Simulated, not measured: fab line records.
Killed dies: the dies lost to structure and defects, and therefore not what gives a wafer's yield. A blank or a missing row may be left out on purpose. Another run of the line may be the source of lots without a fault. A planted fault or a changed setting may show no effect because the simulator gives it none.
fab line records	flow berkeley-cmos170
[record] lots = 5	wafers = 15	last-day = 12
route steps=331 shown CONTACT@231 M1@238 V1@254
lots untouched by any fault: they come from a run of this same line in which no faults occurred
start-h: start of the lot's first displayed wafer, in hours after the record's first day	wait-h: hours from the lot's prior step to this one	" repeats the value in the row above	L1.1+2: a row that stands for several wafers	- either no value or no given start	* or withheld: withheld	< > ~ a bound
route shown NAME@n: a module of which the file shows steps, and the number in the route of the first	usual: average and standard deviation across the fault-free wafers	same: alike in all rows	chamber/n: place in a boat	sites: each site's reading	_std_site: standard deviation across them	_edge_site: the outer-site mean with the inner-site mean subtracted	radius-mm: how far each site lies from the wafer's centre	mask NAME#n: copy n	behind: the last tool/chamber to shape the wafer	hold: reason for holding the lot/hours on hold/outcome of the hold	device: whichever transistor did not switch (one of n, p or np)	end of line: the tests these same wafers got at the end of their route	step lacking rows: just its recipe	killed: the dies lost at the first sort to structure and to defects; this is not the yield of the wafer	map: shows each die of a wafer: x if killed, . if not, _ if none is there
set.NAME: the setting as run; set.NAME@STEP: as run at that earlier step	model.NAME: the simulator's own value behind a step, which no gauge read
lots at selected steps of the route; one table per step, one row per wafer
services: a tool's chamber out of use, with start hour (start-h, from the record's first day; less than 0 if before it), hours out, and reason
[[steps]]
[step UCB170_CONTACT_CD_MEAS_15]
[recipe] target-cd-nm = 700
[usual] cd-nm = 700.1/1.4
lot.wafer	tool	chamber	start-h	wait-h	cd-nm
L076.1	cd-sem-02	-	139.07	-	697.4
L076.4	"	-	"	"	698.6
L076.6	"	-	"	"	699.8
L079.3	cd-sem-01	-	168.68	-	699.5
L079.4	"	-	"	"	700.4
L079.6	"	-	"	"	699.4
L086.3	cd-sem-01	-	202.85	-	698.7
L086.4	"	-	"	"	697.8
L086.6	"	-	"	"	700.7
L085.4	cd-sem-02	-	203.11	-	699.5
L085.5	"	-	"	"	700.5
L085.6	"	-	"	"	700.6
L097.1	cd-sem-02	-	270.07	-	701.0
L097.2	"	-	"	"	699.7
L097.6	"	-	"	"	700.3
[step UCB170_CONTACT_OVL_MEAS_16]
[usual] CONTACT_OVL = -3/5.7
lot.wafer	tool	chamber	start-h	wait-h	CONTACT_OVL[nm]
L076.1	overlay-02	-	139.19	0.1	-8
L076.4	"	-	"	"	-13
L076.6	"	-	"	"	-13
L079.3	overlay-02	-	168.77	0.1	2
L079.4	"	-	"	"	-6
L079.6	"	-	"	"	-3
L086.3	overlay-02	-	202.94	0.1	4
L086.4	"	-	"	"	8
L086.6	"	-	"	"	-5
L085.4	overlay-01	-	203.19	0.1	-6
L085.5	"	-	"	"	-4
L085.6	"	-	"	"	-2
L097.1	overlay-01	-	270.19	0.1	-6
L097.2	"	-	"	"	-10
L097.6	"	-	"	"	-9
[step UCB170_CONTACT_ETCH_17]
[recipe] chemistry = N2/H2	target-depth-a = withheld	overetch-a = withheld	target = BARC	time-s = withheld	source-w = 500	bias-w = 100	pressure-mtorr = 30	n2-flow-sccm = 100	h2-flow-sccm = 200
[usual] drypump-motor-current-A = 5.8/0.45	n2-flow-sccm = 100.02/0.29	oes-product-au = 1.011/0.016	throttle-valve-pct = 13.42/0.16
lot.wafer	tool	chamber	start-h	wait-h	drypump-motor-current-A	n2-flow-sccm	oes-product-au	throttle-valve-pct
L076.1	rie-diel-02	2	139.22	0.0	5.9	100.23	1.020	13.65
L076.4	"	0	"	"	5.4	100.42	1.022	13.35
L076.6	"	3	"	"	5.9	99.71	0.998	13.38
L079.3	rie-diel-02	1	168.80	0.0	5.4	100.04	1.011	13.53
L079.4	"	2	"	"	5.8	100.02	1.025	13.65
L079.6	"	1	"	"	5.4	100.37	1.000	13.52
L086.3	rie-diel-03	0	202.97	0.0	6.3	100.11	1.002	13.36
L086.4	"	2	"	"	5.2	100.23	1.002	13.54
L086.6	"	2	"	"	5.2	100.02	0.997	13.56
L085.4	rie-diel-02	0	203.21	0.0	5.4	100.04	1.048	13.38
L085.5	"	0	"	"	5.4	99.93	1.047	13.38
L085.6	"	1	"	"	5.4	99.56	1.004	13.54
L097.1	rie-diel-02	2	270.22	0.0	5.9	99.99	1.020	13.63
L097.2	"	3	"	"	5.9	99.97	0.991	13.39
L097.6	"	0	"	"	5.4	100.11	1.047	13.38
[step UCB170_CONTACT_ETCH_18]
[recipe] chemistry = CHF3/CF4/Ar	target = PSG	stop-on = TiSi2	CHF3_flow_sccm = 45	cf4-flow-sccm = 15	Ar_flow_sccm = 150	pressure-mtorr = 200	rf-w = 700	target-depth-a = 8400	over-etch-frac = 0.2	time-s = 195
[usual] CHF3_flow_sccm = 45.00/0.14	drypump-motor-current-A = 5.8/0.45	oes-product-au = 0.891/0.014	throttle-valve-pct = 7.01/0.1
[same] over-etch-frac = 0.2
lot.wafer	tool	chamber	start-h	wait-h	CHF3_flow_sccm	drypump-motor-current-A	oes-product-au	rf-hours-counter-h	throttle-valve-pct
L076.1	rie-diel-02	2	-	-	45.05	5.8	0.893	53	7.09
L076.4	"	0	"	"	45.18	5.4	0.895	156	7.08
L076.6	"	3	"	"	45.02	5.9	0.881	-	6.98
L079.3	rie-diel-02	1	-	-	45.06	5.4	0.893	5	7.02
L079.4	"	2	"	"	45.01	5.9	0.889	55	7.10
L079.6	"	1	"	"	44.98	5.5	0.877	-	7.02
L086.3	rie-diel-03	0	-	-	44.96	6.3	0.884	126	6.98
L086.4	"	2	"	"	44.98	5.2	0.876	3	7.13
L086.6	"	2	"	"	44.99	5.2	0.867	-	7.12
L085.4	rie-diel-02	0	-	-	44.87	5.4	0.914	2	7.09
L085.5	"	0	"	"	44.77	5.4	0.926	-	7.09
L085.6	"	1	"	"	45.12	5.4	0.879	-	7.02
L097.1	rie-diel-02	2	-	-	44.70	5.8	0.886	59	7.12
L097.2	"	3	"	"	45.13	5.9	0.889	11	6.99
L097.6	"	0	"	"	44.95	5.4	0.926	-	7.08
[step UCB170_CONTACT_STRIP_19]
[recipe] chemistry = O2	power-w = 400	pressure-mtorr = 3500	platen-temp-c = withheld	o2-flow-sccm = 400	overash-fraction = 0.5
[usual] drypump-motor-current-A = 5.7/0.39	o2-flow-sccm = 400.1/1.3	oes-product-au = 0.725/0.0045
lot.wafer	tool	chamber	start-h	wait-h	drypump-motor-current-A	o2-flow-sccm	oes-product-au	rf-hours-counter-h
L076.1	plasma-asher-02	0	139.39	-	6.5	399.2	0.718	50
L076.4	"	0	"	"	6.5	397.8	0.726	-
L076.6	"	1	"	"	5.8	398.4	0.727	-
L079.3	plasma-asher-03	0	169.00	-	5.6	399.3	0.725	-
L079.4	"	1	"	"	5.5	402.2	0.726	-
L079.6	"	0	"	"	5.6	399.4	0.728	-
L086.3	plasma-asher-04	1	203.17	-	5.5	400.2	0.722	-
L086.4	"	0	"	"	5.4	400.4	0.728	-
L086.6	"	1	"	"	5.5	398.6	0.715	-
L085.4	plasma-asher-02	0	203.41	-	6.5	399.5	0.718	-
L085.5	"	0	"	"	6.5	398.1	0.726	-
L085.6	"	1	"	"	5.7	401.9	0.720	-
L097.1	plasma-asher-02	1	270.39	-	5.7	398.6	0.722	63
L097.2	"	0	"	"	6.5	399.2	0.725	63
L097.6	"	0	"	"	6.5	399.8	0.731	-
[step UCB170_CONTACT_CD_MEAS_90]
[recipe] target-cd-nm = 700
[usual] cd-nm = 700.4/1.7
lot.wafer	tool	chamber	start-h	wait-h	cd-nm
L076.1	cd-sem-01	-	139.49	0.1	698.4
L076.4	"	-	"	"	698.7
L076.6	"	-	"	"	700.0
L079.3	cd-sem-02	-	169.10	0.1	701.4
L079.4	"	-	"	"	701.5
L079.6	"	-	"	"	701.4
L086.3	cd-sem-02	-	203.27	0.1	698.4
L086.4	"	-	"	"	698.1
L086.6	"	-	"	"	701.8
L085.4	cd-sem-01	-	203.53	0.1	699.4
L085.5	"	-	"	"	700.8
L085.6	"	-	"	"	702.0
L097.1	cd-sem-02	-	270.58	0.2	701.2
L097.2	"	-	"	"	699.9
L097.6	"	-	"	"	701.2
[step UCB170_CONTACT_CLEAN_20]
[recipe] chemistry = SPM	temp-c = 120	time-s = 600
lot.wafer	tool	chamber	start-h	wait-h
L076.1+4+6	wet-bench-01	3	139.61	0.1
L079.3+4+6	wet-bench-02	0	169.94	0.8
L086.3+4+6	wet-bench-01	2	203.35	0.1
L085.4+5+6	wet-bench-01	1	203.59	0.0
L097.1+2+6	wet-bench-01	0	270.70	0.1
[step UCB170_M1_SPUTTER_00]
[recipe] material = Al	target-thk-nm = 600	time-s = 80	power-w = 6000	chamber-pressure-pa = 0.5
[usual] cathode-dc-power-W = 6000.1/1.1	throttle-valve-pct = 29.7/1.1
lot.wafer	tool	chamber	start-h	wait-h	cathode-dc-power-W	throttle-valve-pct
L076.1	pvd-sputter-01	-	139.80	0.0	6001.7	29.2
L076.4	"	-	"	"	5998.0	30.6
L076.6	"	-	"	"	5999.9	30.5
L079.3	pvd-sputter-04	-	170.11	0.0	5998.5	30.4
L079.4	"	-	"	"	5999.6	28.6
L079.6	"	-	"	"	6000.6	28.3
L086.3	pvd-sputter-01	-	203.53	0.0	6000.2	30.6
L086.4	"	-	"	"	6000.3	28.9
L086.6	"	-	"	"	6000.3	30.3
L085.4	pvd-sputter-03	-	203.77	0.0	5999.5	29.5
L085.5	"	-	"	"	5999.7	29.3
L085.6	"	-	"	"	6000.8	29.6
L097.1	pvd-sputter-03	-	270.88	0.0	6001.3	30.0
L097.2	"	-	"	"	5999.4	29.1
L097.6	"	-	"	"	6000.0	29.8
[step UCB170_M1_RS_MEAS_01]
[recipe] thk-meas-gauge = four-point-probe	reads = Al_of_M1_SPUTTER_00
[usual] M1_AL_RS = 0.0486/0.00051
lot.wafer	tool	chamber	start-h	wait-h	M1_AL_RS[ohm/sq]
L076.1	film-metro-03	-	139.86	0.0	0.0495
L076.4	"	-	"	"	0.0497
L076.6	"	-	"	"	0.0495
L079.3	film-metro-01	-	170.21	0.1	0.0485
L079.4	"	-	"	"	0.0484
L079.6	"	-	"	"	0.0487
L086.3	film-metro-04	-	203.63	0.1	0.0483
L086.4	"	-	"	"	0.0482
L086.6	"	-	"	"	0.0479
L085.4	film-metro-03	-	203.89	0.1	0.0483
L085.5	"	-	"	"	0.0495
L085.6	"	-	"	"	0.0488
L097.1	film-metro-03	-	270.94	0.0	0.0492
L097.2	"	-	"	"	0.0493
L097.6	"	-	"	"	0.0487
[step UCB170_M1_THK_MEAS_02]
[recipe] thk-meas-gauge = xrf	reads = Al_of_M1_SPUTTER_00
[usual] M1_AL_THK = 600/8.2
lot.wafer	tool	chamber	start-h	wait-h	M1_AL_THK[nm]
L076.1	film-metro-03	-	139.98	0.1	582
L076.4	"	-	"	"	578
L076.6	"	-	"	"	579
L079.3	film-metro-01	-	170.31	0.1	603
L079.4	"	-	"	"	606
L079.6	"	-	"	"	602
L086.3	film-metro-04	-	203.73	0.1	606
L086.4	"	-	"	"	607
L086.6	"	-	"	"	608
L085.4	film-metro-03	-	203.98	0.1	601
L085.5	"	-	"	"	583
L085.6	"	-	"	"	599
L097.1	film-metro-03	-	271.06	0.1	590
L097.2	"	-	"	"	592
L097.6	"	-	"	"	597
[step UCB170_M1_COAT_03]
[recipe] resist = BARC	temp-c = withheld	time-s = withheld	spin-rpm = 3000	resist-thk-nm = withheld
lot.wafer	tool	chamber	start-h	wait-h
L076.1+4+6	litho-track-02	0	140.04	0.1
L079.3+4+6	litho-track-02	0	170.40	0.1
L086.3+4+6	litho-track-04	0	203.82	0.1
L085.4+5+6	litho-track-01	0	204.18	0.2
L097.1+2+6	litho-track-01	0	271.42	0.3
[step UCB170_M1_COAT_04]
[recipe] resist = KrF	spin-rpm = 1500	resist-thk-nm = 900
lot.wafer	tool	chamber	start-h	wait-h
L076.1+4+6	litho-track-02	0	-	-
L079.3+4+6	litho-track-02	0	-	-
L086.3+4+6	litho-track-04	0	-	-
L085.4+5+6	litho-track-01	0	-	-
L097.1+2+6	litho-track-01	0	-	-
[step UCB170_M1_SOFTBAKE_05]
[recipe] resist = KrF	temp-c = 130	time-s = 60
lot.wafer	tool	chamber	start-h	wait-h
L076.1+4+6	litho-track-02	0	-	-
L079.3+4+6	litho-track-02	0	-	-
L086.3+4+6	litho-track-04	0	-	-
L085.4+5+6	litho-track-01	0	-	-
L097.1+2+6	litho-track-01	0	-	-
[step UCB170_M1_EXPOSE_06]
[recipe] mask-id = METAL1	target-cd-nm = 700	na = 0.5	sigma-outer = 0.6	source-shape = conventional	dose-mj = 21
lot.wafer	tool	chamber	start-h	wait-h	mask
L076.1+4+6	krf-scanner-01	0	140.66	-	METAL1#0
L079.3+4+6	krf-scanner-02	0	171.06	-	METAL1#0
L086.3+4+6	krf-scanner-01	0	204.26	-	METAL1#0
L085.4+5+6	krf-scanner-01	0	204.62	-	METAL1#0
L097.1+2+6	krf-scanner-02	0	271.99	-	METAL1#0
[step UCB170_M1_PEB_07]
[recipe] peb-temp-c = 130	peb-time-s = withheld	resist = KrF
lot.wafer	tool	chamber	start-h	wait-h
L076.1+4+6	litho-track-01	0	140.87	0.2
L079.3+4+6	litho-track-02	0	171.19	0.1
L086.3+4+6	litho-track-01	0	204.61	0.3
L085.4+5+6	litho-track-02	0	205.18	0.5
L097.1+2+6	litho-track-04	0	272.59	0.6
[step UCB170_M1_DEVELOP_08]
[recipe] developer = TMAH	develop-time-s = 45	resist = KrF	dev-temp-c = 21
lot.wafer	tool	chamber	start-h	wait-h
L076.1+4+6	litho-track-01	0	-	-
L079.3+4+6	litho-track-02	0	-	-
L086.3+4+6	litho-track-01	0	-	-
L085.4+5+6	litho-track-02	0	-	-
L097.1+2+6	litho-track-04	0	-	-
[step UCB170_M1_CD_MEAS_09]
[recipe] target-cd-nm = 700
[usual] cd-nm = 699.6/1.3
lot.wafer	tool	chamber	start-h	wait-h	cd-nm
L076.1	cd-sem-02	-	141.15	-	697.5
L076.4	"	-	"	"	698.2
L076.6	"	-	"	"	697.6
L079.3	cd-sem-02	-	171.46	-	699.3
L079.4	"	-	"	"	699.7
L079.6	"	-	"	"	700.4
L086.3	cd-sem-02	-	204.87	-	700.3
L086.4	"	-	"	"	701.1
L086.6	"	-	"	"	701.8
L085.4	cd-sem-01	-	205.44	-	696.9
L085.5	"	-	"	"	698.0
L085.6	"	-	"	"	697.5
L097.1	cd-sem-02	-	272.90	-	698.4
L097.2	"	-	"	"	699.1
L097.6	"	-	"	"	698.6
[step UCB170_M1_OVL_MEAS_10]
[usual] M1_OVL = 3/5
lot.wafer	tool	chamber	start-h	wait-h	M1_OVL[nm]
L076.1	overlay-02	-	141.27	0.1	-3
L076.4	"	-	"	"	1
L076.6	"	-	"	"	4
L079.3	overlay-02	-	171.56	0.1	-5
L079.4	"	-	"	"	2
L079.6	"	-	"	"	7
L086.3	overlay-02	-	204.97	0.1	3
L086.4	"	-	"	"	5
L086.6	"	-	"	"	8
L085.4	overlay-02	-	205.52	0.1	4
L085.5	"	-	"	"	10
L085.6	"	-	"	"	8
L097.1	overlay-02	-	273.02	0.1	-2
L097.2	"	-	"	"	-6
L097.6	"	-	"	"	-7
[step UCB170_M1_ETCH_11]
[recipe] chemistry = N2/H2	target-depth-a = withheld	overetch-a = withheld	target = BARC	time-s = withheld	source-w = 500	bias-w = 100	pressure-mtorr = 30	n2-flow-sccm = 100	h2-flow-sccm = 200
[usual] drypump-motor-current-A = 5.7/0.49	n2-flow-sccm = 100.01/0.29	oes-product-au = 1.008/0.018	throttle-valve-pct = 13.31/0.19
lot.wafer	tool	chamber	start-h	wait-h	drypump-motor-current-A	n2-flow-sccm	oes-product-au	throttle-valve-pct
L076.1	rie-diel-02	2	141.31	0.0	5.8	100.13	1.014	13.63
L076.4	"	0	"	"	5.4	100.44	1.001	13.34
L076.6	"	3	"	"	5.9	100.21	0.990	13.38
L079.3	rie-diel-01	0	171.58	0.0	5.9	100.13	1.028	13.15
L079.4	"	3	"	"	5.4	100.45	0.989	13.39
L079.6	"	0	"	"	5.8	99.60	1.027	13.14
L086.3	rie-diel-04	2	204.99	0.0	4.7	100.06	0.989	13.20
L086.4	"	1	"	"	5.8	100.10	0.992	13.04
L086.6	"	2	"	"	4.7	100.26	0.982	13.19
L085.4	rie-diel-04	2	205.54	0.0	4.7	99.64	0.990	13.18
L085.5	"	3	"	"	5.9	100.10	1.012	13.26
L085.6	"	2	"	"	4.7	99.88	0.977	13.20
L097.1	rie-diel-01	0	273.05	0.0	5.8	99.82	1.021	13.15
L097.2	"	3	"	"	5.4	100.39	0.977	13.38
L097.6	"	1	"	"	6.2	100.42	0.992	12.99
[step UCB170_M1_METAL_ETCH_12]
[recipe] chemistry = Cl2/BCl3	target = Al	stop-on = PSG	pressure-mtorr = 12	target-depth-a = 7800	over-etch-frac = 0.3	time-s = 130	icp-w = 600	bias-w = 120	Cl2_flow_sccm = 90	bcl3-flow-sccm = 45
[usual] drypump-motor-current-A = 5.8/0.51	oes-product-au = 0.852/0.013	throttle-valve-pct = 24.40/0.068
[same] over-etch-frac = 0.3
lot.wafer	tool	chamber	start-h	wait-h	drypump-motor-current-A	oes-product-au	rf-hours-counter-h	throttle-valve-pct
L076.1	rie-metal-01	1	141.35	-	6.4	0.841	4.5	24.45
L076.4	"	0	"	"	5.2	0.825	-	24.37
L076.6	"	0	"	"	5.3	0.833	-	24.39
L079.3	rie-metal-01	0	171.67	-	5.3	0.841	-	24.37
L079.4	"	1	"	"	6.4	0.857	-	24.43
L079.6	"	1	"	"	6.4	0.845	-	24.43
L086.3	rie-metal-01	1	205.08	-	6.4	0.848	-	24.43
L086.4	"	0	"	"	5.3	0.840	-	24.36
L086.6	"	1	"	"	6.5	0.853	-	24.45
L085.4	rie-metal-03	0	205.63	-	6.4	0.839	-	24.49
L085.5	"	0	"	"	6.4	0.829	-	24.50
L085.6	"	1	"	"	5.1	0.857	-	24.33
L097.1	rie-metal-04	0	273.10	-	5.8	0.864	4.2	24.32
L097.2	"	1	"	"	5.5	0.842	5.4	24.45
L097.6	"	1	"	"	5.5	0.852	-	24.43
[step UCB170_M1_STRIP_13]
[recipe] chemistry = O2	power-w = 400	pressure-mtorr = 3500	platen-temp-c = withheld	o2-flow-sccm = 400	overash-fraction = 0.5
[usual] drypump-motor-current-A = 5.6/0.39	o2-flow-sccm = 400.2/1.2	oes-product-au = 0.720/0.0046
lot.wafer	tool	chamber	start-h	wait-h	drypump-motor-current-A	o2-flow-sccm	oes-product-au	rf-hours-counter-h
L076.1	plasma-asher-04	0	141.49	0.1	5.4	402.0	0.724	39
L076.4	"	1	"	"	5.5	400.3	0.716	-
L076.6	"	0	"	"	5.4	399.0	0.720	-
L079.3	plasma-asher-04	0	171.79	0.1	5.3	400.4	0.720	-
L079.4	"	1	"	"	5.5	398.7	0.726	-
L079.6	"	0	"	"	5.4	398.9	0.718	-
L086.3	plasma-asher-02	1	205.20	0.1	5.7	400.5	0.718	-
L086.4	"	0	"	"	6.5	399.0	0.723	-
L086.6	"	0	"	"	6.5	398.3	0.715	-
L085.4	plasma-asher-04	0	205.75	0.1	5.4	400.9	0.724	-
L085.5	"	0	"	"	5.3	399.2	0.726	-
L085.6	"	1	"	"	5.5	398.5	0.717	-
L097.1	plasma-asher-01	0	273.23	0.1	5.4	400.2	0.719	15
L097.2	"	1	"	"	5.2	399.6	0.717	15
L097.6	"	0	"	"	5.4	400.0	0.717	-
[step UCB170_M1_CD_MEAS_90]
[recipe] target-cd-nm = 700
[usual] cd-nm = 701.1/2.1
lot.wafer	tool	chamber	start-h	wait-h	cd-nm
L076.1	cd-sem-01	-	141.62	0.1	696.5
L076.4	"	-	"	"	694.9
L076.6	"	-	"	"	697.1
L079.3	cd-sem-02	-	171.91	0.1	700.6
L079.4	"	-	"	"	698.6
L079.6	"	-	"	"	701.4
L086.3	cd-sem-02	-	205.31	0.1	701.2
L086.4	"	-	"	"	703.5
L086.6	"	-	"	"	702.2
L085.4	cd-sem-01	-	205.88	0.1	700.5
L085.5	"	-	"	"	701.2
L085.6	"	-	"	"	700.8
L097.1	cd-sem-02	-	273.38	0.1	701.1
L097.2	"	-	"	"	701.0
L097.6	"	-	"	"	702.2
[step UCB170_M1_ANNEAL_14]
[recipe] temp-c = 400	time-s = 1200	ambient = forming-gas
[usual] spike-tc-source-C = 419.1/2.6
lot.wafer	tool	chamber	start-h	wait-h	spike-tc-source-C
L076.1	-	-	146.20	4.6	417.4
L076.4	"	-	"	"	417.4
L076.6	"	-	"	"	417.8
L079.3	-	-	176.90	5.0	417.4
L079.4	"	-	"	"	414.8
L079.6	"	-	"	"	416.6
L085.4	-	-	207.85	2.0	420.9
L085.5	"	-	"	"	421.9
L085.6	"	-	"	"	421.8
L086.3	-	-	207.85	2.5	422.8
L086.4	"	-	"	"	420.5
L086.6	"	-	"	"	422.1
L097.1	-	-	276.14	2.7	421.4
L097.2	"	-	"	"	419.7
L097.6	"	-	"	"	421.7
[step UCB170_V1_CVD_00]
[recipe] material = SiO2	target-thk-nm = 2000	temp-c = 390	precursor = TEOS/O2	time-s = 250	rf-w = 550	pressure-mtorr = 9000
[usual] heater-power-w = 231/54	pressure-mtorr = 8997/18
lot.wafer	tool	chamber	start-h	wait-h	heater-power-w	pressure-mtorr
L076.1	pecvd-03	0	147.54	0.0	202	8984
L076.4	"	1	"	"	189	8997
L076.6	"	2	"	"	206	9002
L079.3	pecvd-03	1	178.24	0.0	192	9001
L079.4	"	1	"	"	131	9011
L079.6	"	0	"	"	208	8987
L086.3	pecvd-04	1	209.18	0.0	207	9021
L086.4	"	2	"	"	246	8977
L086.6	"	0	"	"	321	9021
L085.4	pecvd-01	1	209.26	0.1	336	8985
L085.5	"	0	"	"	243	8988
L085.6	"	1	"	"	242	8957
L097.1	pecvd-01	2	277.47	0.0	280	8965
L097.2	"	1	"	"	309	8967
L097.6	"	2	"	"	226	8980
[step UCB170_V1_THK_MEAS_01]
[recipe] reads = SiO2_of_V1_CVD_00
[usual] V1_TEOS_THK = 2000/24
lot.wafer	tool	chamber	start-h	wait-h	V1_TEOS_THK[nm]
L076.1	film-metro-01	-	147.69	0.1	1973
L076.4	"	-	"	"	1968
L076.6	"	-	"	"	2009
L079.3	film-metro-03	-	178.41	0.1	1968
L079.4	"	-	"	"	1972
L079.6	"	-	"	"	1993
L086.3	film-metro-01	-	209.36	0.1	1998
L086.4	"	-	"	"	2019
L086.6	"	-	"	"	2016
L085.4	film-metro-03	-	209.45	0.1	2013
L085.5	"	-	"	"	2018
L085.6	"	-	"	"	2021
L097.1	film-metro-03	-	277.63	0.1	2022
L097.2	"	-	"	"	1999
L097.6	"	-	"	"	2048
[step UCB170_V1_CMP_02]
[recipe] material = SiO2	down-force-psi = 6	platen-rpm = 60	pad-velocity-m-s = 0.75398
[usual] head-pressure-psi = 6.000/0.013	motor-current-A = 16.5/1.5
lot.wafer	tool	chamber	start-h	wait-h	head-pressure-psi	motor-current-A
L076.4	cmp-02	3	147.80	0.1	5.980	14.9
L076.1	"	1	"	"	6.005	14.3
L076.6	"	3	"	"	5.992	14.7
L079.4	cmp-01	3	178.50	0.1	6.004	15.9
L079.3	"	1	"	"	6.015	16.1
L079.6	"	2	"	"	5.986	17.9
L086.4	cmp-02	1	209.40	0.0	6.019	14.8
L086.3	"	2	"	"	6.002	18.6
L086.6	"	2	"	"	6.011	19.7
L085.4	cmp-01	2	209.63	0.2	5.972	18.0
L085.5	"	3	"	"	5.991	14.9
L085.6	"	0	"	"	6.031	17.2
L097.2	cmp-02	1	277.79	0.1	6.017	14.7
L097.1	"	2	"	"	6.008	18.8
L097.6	"	3	"	"	5.976	14.6
[step UCB170_V1_BOW_MEAS_03]
[recipe] mode = bow
[usual] V1_BOW = 18/6.9
lot.wafer	tool	chamber	start-h	wait-h	V1_BOW[um]
L076.1	film-metro-02	-	148.05	0.1	14
L076.4	"	-	"	"	26
L076.6	"	-	"	"	15
L079.3	film-metro-03	-	178.79	0.1	3
L079.4	"	-	"	"	8
L079.6	"	-	"	"	20
L086.3	film-metro-01	-	209.74	0.2	28
L086.4	"	-	"	"	24
L086.6	"	-	"	"	16
L085.4	film-metro-02	-	209.84	0.2	6
L085.5	"	-	"	"	14
L085.6	"	-	"	"	22
L097.1	film-metro-02	-	277.99	0.1	17
L097.2	"	-	"	"	28
L097.6	"	-	"	"	9
[step UCB170_V1_THK_MEAS_04]
[recipe] reads = SiO2_of_V1_CVD_00
[usual] V1_POLISHED_THK = 1000.2/1.2
lot.wafer	tool	chamber	start-h	wait-h	V1_POLISHED_THK[nm]
L076.1	film-metro-02	-	148.17	0.1	999.7
L076.4	"	-	"	"	1000.3
L076.6	"	-	"	"	1000.1
L079.3	film-metro-03	-	178.89	0.1	1000.3
L079.4	"	-	"	"	998.9
L079.6	"	-	"	"	1000.3
L086.3	film-metro-01	-	209.84	0.1	1000.8
L086.4	"	-	"	"	1000.8
L086.6	"	-	"	"	1001.5
L085.4	film-metro-02	-	209.93	0.1	1001.1
L085.5	"	-	"	"	1001.0
L085.6	"	-	"	"	1000.2
L097.1	film-metro-02	-	278.11	0.1	1002.2
L097.2	"	-	"	"	1002.2
L097.6	"	-	"	"	1002.2
[step UCB170_V1_CLEAN_05]
[recipe] chemistry = DIW
lot.wafer	tool	chamber	start-h	wait-h
L076.1+4+6	wet-bench-02	3	148.23	0.1
L079.3+4+6	wet-bench-04	2	178.93	0.0
L085.4+5+6	wet-bench-03	0	210.03	0.1
L086.3+4+6	wet-bench-03	2	210.03	0.2
L097.1+2+6	wet-bench-03	1	278.17	0.1
[step UCB170_V1_HMDS_06]
[recipe] prime-time-s = 60	prime-temp-c = 100
[usual] prime-temp-c = 100.00/0.14
lot.wafer	tool	chamber	start-h	wait-h	prime-temp-c
L076.1	litho-track-03	0	148.44	0.0	100.25
L076.4	"	0	"	"	100.12
L076.6	"	0	"	"	99.68
L079.3	litho-track-01	0	179.16	0.1	100.01
L079.4	"	0	"	"	100.01
L079.6	"	0	"	"	99.86
L085.4	litho-track-01	0	210.58	0.4	99.93
L085.5	"	0	"	"	100.01
L085.6	"	0	"	"	99.96
L086.3	litho-track-02	0	210.64	0.4	100.18
L086.4	"	0	"	"	99.80
L086.6	"	0	"	"	100.01
L097.1	litho-track-02	0	278.58	0.2	99.90
L097.2	"	0	"	"	99.94
L097.6	"	0	"	"	99.94
[step UCB170_V1_COAT_07]
[recipe] resist = KrF	spin-rpm = 1500	resist-thk-nm = 900
lot.wafer	tool	chamber	start-h	wait-h
L076.1+4+6	litho-track-03	0	148.59	0.1
L079.3+4+6	litho-track-01	0	179.31	0.1
L085.4+5+6	litho-track-01	0	210.73	0.1
L086.3+4+6	litho-track-02	0	210.79	0.1
L097.1+2+6	litho-track-02	0	278.73	0.1
[[services]]
tool	chamber	start-h	hours	kind
krf-scanner-01	-	117.50	1.0	pm
rie-metal-01	-	124.44	0.1	repair
krf-scanner-01	-	125.29	0.8	pm
rie-diel-03	-	130.47	2.8	pm
cmp-01	-	141.57	4.3	pm
rie-diel-04	2	142.40	5.3	repair
rie-diel-01	1	146.10	6.0	repair
pecvd-03	2	148.09	12.5	repair
rie-diel-03	2	149.59	6.0	repair
rie-diel-04	-	149.81	0.8	repair
rie-diel-02	1	184.23	4.2	repair
krf-scanner-02	-	188.78	1.0	pm
cmp-01	-	191.95	3.8	repair
cmp-01	-	201.96	1.1	repair
rie-diel-01	0	202.50	2.2	repair
pecvd-01	-	204.21	1.2	repair
rie-metal-01	-	213.99	4.3	pm
krf-scanner-01	-	223.20	1.3	pm
cmp-02	-	232.00	4.0	pm
furnace-04	-	234.32	3.0	pm
krf-scanner-01	-	240.97	0.2	repair
plasma-asher-04	-	246.77	4.5	repair
cmp-02	-	254.89	6.3	repair
plasma-asher-02	-	266.27	1.8	repair
[[key]]
fault none
